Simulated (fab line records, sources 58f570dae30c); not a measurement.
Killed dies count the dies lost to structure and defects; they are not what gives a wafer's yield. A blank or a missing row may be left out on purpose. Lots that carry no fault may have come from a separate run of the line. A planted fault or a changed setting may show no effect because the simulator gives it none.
2 desks, one fault    flow berkeley_cmos170    every desk sees just its own numbers, and what lay behind them comes last

== AT THE TOOL OWNER'S DESK: implanter-01 ==
For each lot that ran on this tool, the mean over its sampled wafers that have a number, from the tool's own readings at UCB170_NLDD_IMPLANT_08. If a lot's mean is further than 4 standard deviations from the usual mean, the lot is out of limits and carries the mark OUT (the distance appears in the brackets).
Columns: A = beam_energy_keV at UCB170_NLDD_IMPLANT_08, usual 30.002
lot   first seen here  A
L923  day 7 23:16      30.005
L929  day 8 22:53      28.886 (-99 or more) OUT
L928  day 8 23:53      28.868 (-99 or more) OUT
This desk's finding: out of limits on L928, L929; first on L929, day 8 22:53 (beam_energy_keV at UCB170_NLDD_IMPLANT_08). Within limits: L923.

== THE METROLOGY DESK ==
What the gauges read for every lot (on any tool): the sampled wafers with a number, averaged. If a lot's mean is further than 4 standard deviations from the usual mean, the lot is out of limits and carries the mark OUT (the distance appears in the brackets).
Columns: A = PLDD_TW at UCB170_PLDD_TW_MEAS_11, usual 1000; B = cd_nm at UCB170_NLDD_CD_MEAS_06, usual 1200.3 nm; C = NLDD_OVL at UCB170_NLDD_OVL_MEAS_07, usual -2 nm
lot   first seen here  A     B       C
L923  day 7 21:53      997   1199.3  -0
L929  day 8 21:32      1003  1199.5  -8
L928  day 8 22:05      998   1200.3  -1
L931  day 9 06:26      996   1199.3  -6
L936  day 10 07:39     1002  1200.6  -2
L945  day 12 02:56     1001  1199.7  2
This desk's verdict: no lot among the 6 shows anything out of limits.

== PUT TOGETHER ==
An alarm could have come from the tool owner's desk at day 8 22:53, on L928, L929.
The metrology desk saw nothing out of limits.
The metrology desk holds a record of L928, L929, inside its limits.
The lots listed all ran UCB170_NLDD_IMPLANT_08 on implanter-01.

== WHAT THE SIMULATOR HAD INSERTED ==
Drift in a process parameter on implanter-01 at UCB170_NLDD_IMPLANT_08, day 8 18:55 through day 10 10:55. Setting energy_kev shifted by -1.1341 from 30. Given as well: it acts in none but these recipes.
Lots struck among those shown: L928, L929.
How many hours passed from the start of the fault until each desk's first out-of-limits reading: the tool owner's desk, 4.
